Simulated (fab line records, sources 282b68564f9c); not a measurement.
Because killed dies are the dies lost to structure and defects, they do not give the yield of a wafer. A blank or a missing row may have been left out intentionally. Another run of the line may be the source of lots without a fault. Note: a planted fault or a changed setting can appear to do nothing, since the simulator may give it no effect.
Lot-split experiment	flow rit cmos	on a route of 202 steps: 5 lots, 23 wafers read

THE SPLIT
At RIT_ACTIVE_OXIDATION_01 (target thk 46.8 nm, ox time 3360 s), the setting temp c was moved away from the recipe's 1000 C on 15 of the 23 wafers read, by -2.2% to +1.6%. For the rest of the wafers, this setting stayed at what the recipe calls for.

No step appears in the file between the split and the reading.

THE READING
ACTIVE_OXIDE_THK in nanometres, read at RIT_ACTIVE_THK_MEAS_02. Typical for fault-free wafers on this fab line: 46.3 nm, with standard deviation 0.64 nm.

wafer	tool, chamber at the split	temp c as run, C	against the recipe	ACTIVE_OXIDE_THK, nm	against lot-mates on the recipe
L074.1	-, -	989.8	-1.0%	40.9	no lot-mate on the recipe
L074.2	-, -	989.8	-1.0%	41.2	no lot-mate on the recipe
L074.4	-, -	989.8	-1.0%	40.8	no lot-mate on the recipe
L074.5	-, -	989.8	-1.0%	40.8	no lot-mate on the recipe
L074.6	-, -	989.8	-1.0%	40.6	no lot-mate on the recipe
L076.1	-, -	1000	recipe	46.4	-
L076.2	-, -	1000	recipe	45.9	-
L076.3	-, -	1000	recipe	45.9	-
L076.5	-, -	1000	recipe	46.2	-
L076.6	-, -	1000	recipe	45.2	-
L077.3	furnace-04, 0	1000	recipe	47.0	-
L077.4	furnace-04, 0	1000	recipe	46.9	-
L077.5	furnace-04, 0	1000	recipe	46.9	-
L079.1	-, -	977.9	-2.2%	37.1	no lot-mate on the recipe
L079.2	-, -	977.9	-2.2%	37.2	no lot-mate on the recipe
L079.3	-, -	977.9	-2.2%	38.2	no lot-mate on the recipe
L079.5	-, -	977.9	-2.2%	36.8	no lot-mate on the recipe
L079.6	-, -	977.9	-2.2%	37.4	no lot-mate on the recipe
L084.1	-, -	1016	+1.6%	54.4	no lot-mate on the recipe
L084.2	-, -	1016	+1.6%	54.7	no lot-mate on the recipe
L084.4	-, -	1016	+1.6%	54.5	no lot-mate on the recipe
L084.5	-, -	1016	+1.6%	54.2	no lot-mate on the recipe
L084.6	-, -	1016	+1.6%	55.1	no lot-mate on the recipe

THE FIT
A straight line over all 23 wafers: ACTIVE_OXIDE_THK changes by +4.61 nm for each +1% of temp c; r = +0.99; the points scatter about the line by 0.89 nm.
Too few moved wafers with a lot-mate on the recipe to fit a line net of each lot's own level.

THE WHOLE CHAIN: every reading that the file lists as answering this split, in the file's order
step	what it does	reading	change (the file's fit)	r (the file's)
RIT_ACTIVE_OXIDATION_01	target thk 46.8 nm, ox time 3360 s	SiO2_of_ACTIVE_OXIDATION_01.thk nm (the simulator's own value, which no gauge read)	+4.61 nm for each +1% of the setting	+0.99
RIT_ACTIVE_THK_MEAS_02		ACTIVE_OXIDE_THK	+4.61 for each +1% of the setting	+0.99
RIT_FOX2_WET_ETCH_03	etches Si3N4 in H3PO4, target depth 195 nm, time 2700 s	SiO2_of_ACTIVE_OXIDATION_01.thk nm (the simulator's own value, which no gauge read)	+3.79 nm for each +1% of the setting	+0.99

THE FILE'S OWN FIT
ACTIVE_OXIDE_THK changes by +4.61 nm for each +1% of temp c, r = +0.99.
